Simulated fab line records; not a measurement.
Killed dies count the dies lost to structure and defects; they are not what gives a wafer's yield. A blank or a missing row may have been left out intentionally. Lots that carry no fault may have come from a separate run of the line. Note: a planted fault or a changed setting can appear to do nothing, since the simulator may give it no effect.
Shared-tool check / flow berkeleyCmos170 / Lots sampled 11, wafers sampled 33

REASON FOR OPENING
At UCB170_SCREENOX_THK_MEAS_02 the reading SCREENOX_OXIDE_THK is flagged on 2 of 11 lots. Fault-free wafers read 14.3 nm, with a standard deviation of 0.32.
Rule: a lot is flagged in two cases, either no wafer of it has a number, or all its wafers with numbers fall more than 4 standard deviations from that mean. The other lots count as sound.

lot=L159; measured=day 6 09:04; on=filmMetro-02; SCREENOX_OXIDE_THK (nm), wafer by wafer=14.0 14.0 14.3; flag=
lot=L160; measured=day 6 22:31; on=filmMetro-02; SCREENOX_OXIDE_THK (nm), wafer by wafer=14.4 14.5 14.3; flag=
lot=L161; measured=day 6 22:31; on=filmMetro-04; SCREENOX_OXIDE_THK (nm), wafer by wafer=14.4 14.7 14.6; flag=
lot=L163; measured=day 6 22:32; on=filmMetro-03; SCREENOX_OXIDE_THK (nm), wafer by wafer=14.2 14.2 14.3; flag=
lot=L162; measured=day 6 22:35; on=filmMetro-02; SCREENOX_OXIDE_THK (nm), wafer by wafer=14.4 14.5 14.5; flag=
lot=L164; measured=day 7 16:32; on=filmMetro-02; SCREENOX_OXIDE_THK (nm), wafer by wafer=14.5 14.2 14.4; flag=
lot=L165; measured=day 8 02:27; on=filmMetro-03; SCREENOX_OXIDE_THK (nm), wafer by wafer=13.9 14.0 14.1; flag=
lot=L167; measured=day 8 02:27; on=filmMetro-02; SCREENOX_OXIDE_THK (nm), wafer by wafer=14.4 14.7 14.7; flag=
lot=L166; measured=day 8 02:28; on=filmMetro-04; SCREENOX_OXIDE_THK (nm), wafer by wafer=14.5 14.7 14.3; flag=
lot=L174; measured=day 9 11:04; on=filmMetro-02; SCREENOX_OXIDE_THK (nm), wafer by wafer=9.7 9.6 9.7; flag=FLAGGED
lot=L175; measured=day 9 11:05; on=filmMetro-03; SCREENOX_OXIDE_THK (nm), wafer by wafer=9.8 10.0 10.0; flag=FLAGGED
The mean of the flagged lots' numbers is 9.8 nm, -4.5 nm from the usual (-14 standard deviations).

WHICH TOOL EACH LOT WENT THROUGH
Before the reading, the record contains 2 process steps out of a 331-step route. In each cell: the tool, then ch and the chambers that the sampled wafers went through, then the start.
lot=L159; flag=; UCB170_PFIELD_STRIP_08=plasmaAsher-04 ch 0,1, day 5 01:01; UCB170_SCREENOX_OXIDATION_01=furnace-01 ch 0, day 6 07:23
lot=L160; flag=; UCB170_PFIELD_STRIP_08=plasmaAsher-04 ch 0,1, day 5 13:43; UCB170_SCREENOX_OXIDATION_01=furnace-01 ch 0, day 6 20:50
lot=L161; flag=; UCB170_PFIELD_STRIP_08=plasmaAsher-04 ch 0,1, day 5 13:27; UCB170_SCREENOX_OXIDATION_01=furnace-01 ch 0, day 6 20:50
lot=L163; flag=; UCB170_PFIELD_STRIP_08=plasmaAsher-04 ch 0,1, day 5 14:27; UCB170_SCREENOX_OXIDATION_01=furnace-01 ch 0, day 6 20:50
lot=L162; flag=; UCB170_PFIELD_STRIP_08=plasmaAsher-01 ch 0,1, day 5 13:43; UCB170_SCREENOX_OXIDATION_01=furnace-01 ch 0, day 6 20:50
lot=L164; flag=; UCB170_PFIELD_STRIP_08=plasmaAsher-01 ch 0,1, day 6 05:30; UCB170_SCREENOX_OXIDATION_01=furnace-04 ch 0, day 7 14:52
lot=L165; flag=; UCB170_PFIELD_STRIP_08=plasmaAsher-04 ch 0,1, day 6 15:20; UCB170_SCREENOX_OXIDATION_01=furnace-02 ch 0, day 8 00:47
lot=L167; flag=; UCB170_PFIELD_STRIP_08=plasmaAsher-03 ch 0, day 6 22:01; UCB170_SCREENOX_OXIDATION_01=furnace-02 ch 0, day 8 00:47
lot=L166; flag=; UCB170_PFIELD_STRIP_08=plasmaAsher-04 ch 0,1, day 6 15:52; UCB170_SCREENOX_OXIDATION_01=furnace-02 ch 0, day 8 00:47
lot=L174; flag=FLAGGED; UCB170_PFIELD_STRIP_08=plasmaAsher-04 ch 0, day 8 05:04; UCB170_SCREENOX_OXIDATION_01=furnace-01 ch 0, day 9 09:23
lot=L175; flag=FLAGGED; UCB170_PFIELD_STRIP_08=plasmaAsher-04 ch 0,1, day 8 05:23; UCB170_SCREENOX_OXIDATION_01=furnace-01 ch 0, day 9 09:23
What the steps here do:
- UCB170_PFIELD_STRIP_08: strips in O2.
- UCB170_SCREENOX_OXIDATION_01: target thk 14.4 nm, ox time 2400 s.
- UCB170_SCREENOX_THK_MEAS_02

FLAGGED AGAINST TOTAL, ONE TOOL AT A TIME (gauges that did the reading follow at the end)
step=UCB170_PFIELD_STRIP_08; tool=plasmaAsher-01; lots run=2; flagged=0; share of the flagged lots=none; sound lots run after its first flagged lot=-
step=UCB170_PFIELD_STRIP_08; tool=plasmaAsher-03; lots run=1; flagged=0; share of the flagged lots=none; sound lots run after its first flagged lot=-
step=UCB170_PFIELD_STRIP_08; tool=plasmaAsher-04; lots run=8; flagged=2; share of the flagged lots=all; sound lots run after its first flagged lot=0
step=UCB170_SCREENOX_OXIDATION_01; tool=furnace-01; lots run=7; flagged=2; share of the flagged lots=all; sound lots run after its first flagged lot=0
step=UCB170_SCREENOX_OXIDATION_01; tool=furnace-02; lots run=3; flagged=0; share of the flagged lots=none; sound lots run after its first flagged lot=-
step=UCB170_SCREENOX_OXIDATION_01; tool=furnace-04; lots run=1; flagged=0; share of the flagged lots=none; sound lots run after its first flagged lot=-
step=UCB170_SCREENOX_THK_MEAS_02; tool=filmMetro-02; lots run=6; flagged=1; share of the flagged lots=some; sound lots run after its first flagged lot=0
step=UCB170_SCREENOX_THK_MEAS_02; tool=filmMetro-03; lots run=3; flagged=1; share of the flagged lots=some; sound lots run after its first flagged lot=0
step=UCB170_SCREENOX_THK_MEAS_02; tool=filmMetro-04; lots run=2; flagged=0; share of the flagged lots=none; sound lots run after its first flagged lot=-

WHAT THE TABLE PERMITS
In 2 table rows, all flagged lots were run: plasmaAsher-04 (UCB170_PFIELD_STRIP_08), furnace-01 (UCB170_SCREENOX_OXIDATION_01).
- plasmaAsher-04 at UCB170_PFIELD_STRIP_08: 2 of its 8 lots flagged. It ran its last sound lot, L166, at day 6 15:52 and its first flagged lot, L174, at day 8 05:04: a fault with its onset between the two fits.
- furnace-01 at UCB170_SCREENOX_OXIDATION_01: 2 of its 7 lots flagged. It ran its last sound lot, L160, at day 6 20:50 and its first flagged lot, L174, at day 9 09:23: a fault with its onset between the two fits. Its own readings (spikeTcCentreC, spikeTcLoadC, spikeTcSourceC, tubeCenterTempC, tube_center_temp_C_max) fall more than 4 standard deviations out on all wafers of the flagged lots.
Because each of these 2 tools fits a fault that began at some hour, counting lots does not separate them. More lots, or a look at what each step does to the wafer, might.

WHAT HAD BEEN PUT IN BY THE SIMULATOR
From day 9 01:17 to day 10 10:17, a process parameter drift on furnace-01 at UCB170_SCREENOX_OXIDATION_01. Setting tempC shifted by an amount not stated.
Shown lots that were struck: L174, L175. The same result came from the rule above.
